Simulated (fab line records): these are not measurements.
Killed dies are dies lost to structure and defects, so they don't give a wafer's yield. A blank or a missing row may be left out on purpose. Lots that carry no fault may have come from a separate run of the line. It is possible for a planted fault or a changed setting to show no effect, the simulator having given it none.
A lot that was struck, set against a sound lot -- flow rit cmos -- 18 out of 202 route steps
Sound: the wafers L687.1, L687.2, L687.5. Wafers L697.2, L697.4, L697.5 were the ones struck. The cause is given at the end.
At each step with rows: each side's tool, then ch and its chambers, then its first start. Under that, the readings that differ: sound wafers -- struck wafers -- difference of the means -- sigmas: that difference in standard deviations of wafers without a fault.
alike: readings with means less than 2 such deviations apart, plus words and numbers identical on both sides. not compared: withheld readings, readings lacking a value on some wafer, bounds such as >300 that could conceal the same value, and numbers that have no deviation in the record and whose values overlap.
The two part at a step that has a row with sigmas, a row that says differs or no value, or rows on one side only. Numbers that have no deviation but don't overlap get no sigmas and don't part them. Lack of a reading on every wafer of one side parts them only where that side has two or more wafers.

first, 1 step without rows for these wafers: RIT_PLDD_IMPLANT_08.
RIT_PLDD_STRIP_09: strips in O2, time 180 s.
  sound on plasma asher-03 ch 0,1, day 2 23:52; struck on plasma asher-04 ch 0,1, day 5 04:31
  alike: drypump motor current A, o2 flow sccm
  not compared: rf hours counter h
RIT_PLDD_TW_MEAS_10:
  sound: film metro-02 at day 3 00:02; struck: film metro-01 at day 5 04:41
reading,sound,struck,difference,sigmas
PLDD_TW,2344 2327 2324,2377 2379 2369,+43,+2
then, 4 steps without rows for these wafers: RIT_SPACER_CLEAN_00 (cleans in SC1, time 600 s); RIT_SPACER_CLEAN_01 (cleans in dHF, time 30 s); RIT_SPACER_CLEAN_02 (cleans in SC2, time 600 s); RIT_SPACER_CVD_03 (deposits Si3N4 from SiH2Cl2/NH3, target thk 250 nm, time 3300 s).
RIT_SPACER_THK_MEAS_04:
  sound: film metro-04 at day 3 02:31; struck: film metro-03 at day 5 07:03
  alike: SPACER_NITRIDE_THK
RIT_SPACER_ETCHBACK_05: etches Si3N4 in SF6/CHF3, stops on SiO2, target depth 250 nm, time 240 s.
  sound on rie diel-03 ch 0,2, day 3 02:34; struck on rie diel-03 ch 0,1, day 5 07:06
  alike: drypump motor current A, oes product au, throttle valve pct
  not compared: rf hours counter h
then, 3 steps without rows for these wafers: RIT_NSD_HMDS_00 (prime time 60 s); RIT_NSD_COAT_01 (resist thk 1000 nm); RIT_NSD_SOFTBAKE_02 (time 60 s).
RIT_NSD_EXPOSE_03: exposes mask M9, target cd 40700 nm.
  sound on iline stepper-01 ch 0, day 3 03:18; struck on iline stepper-01 ch 0, day 5 07:51
reading,sound,struck,difference,sigmas
model.NSD.overlay x nm (nm),0.9587 0.9587 0.9587,359.5 359.5 359.5,+358.5,
  alike: mask
then, 2 steps without rows for these wafers: RIT_NSD_PEB_04; RIT_NSD_DEVELOP_05 (develop time 50 s).
RIT_NSD_OVL_MEAS_06:
  sound: overlay-01 at day 3 03:42; struck: overlay-02 at day 5 08:14
reading,sound,struck,difference,sigmas
NSD_OVL (nm),1.1 1.1 0.2,357.9 359.0 360.2,+358.2,+99 or more
then, 1 step without rows for these wafers: RIT_NSD_HARDBAKE_07 (time 60 s).
RIT_M1_PROBE_99:
  sound: prober-01 at day 3 13:37; struck: prober-01 at day 5 19:17
reading,sound,struck,difference,sigmas
model.etest.select edge diode n.over limit,0 0 0,1 1 1,+1,
  alike: killed at contacts, killed at front end, killed dies, killed on rim, killed open, killed short

## WHERE THEY PART
First at RIT_PLDD_TW_MEAS_10; last, within this record, at RIT_NSD_OVL_MEAS_06. Later steps at which nothing parts them and some readings are alike: RIT_M1_PROBE_99.

WHY: whatever the simulator had introduced
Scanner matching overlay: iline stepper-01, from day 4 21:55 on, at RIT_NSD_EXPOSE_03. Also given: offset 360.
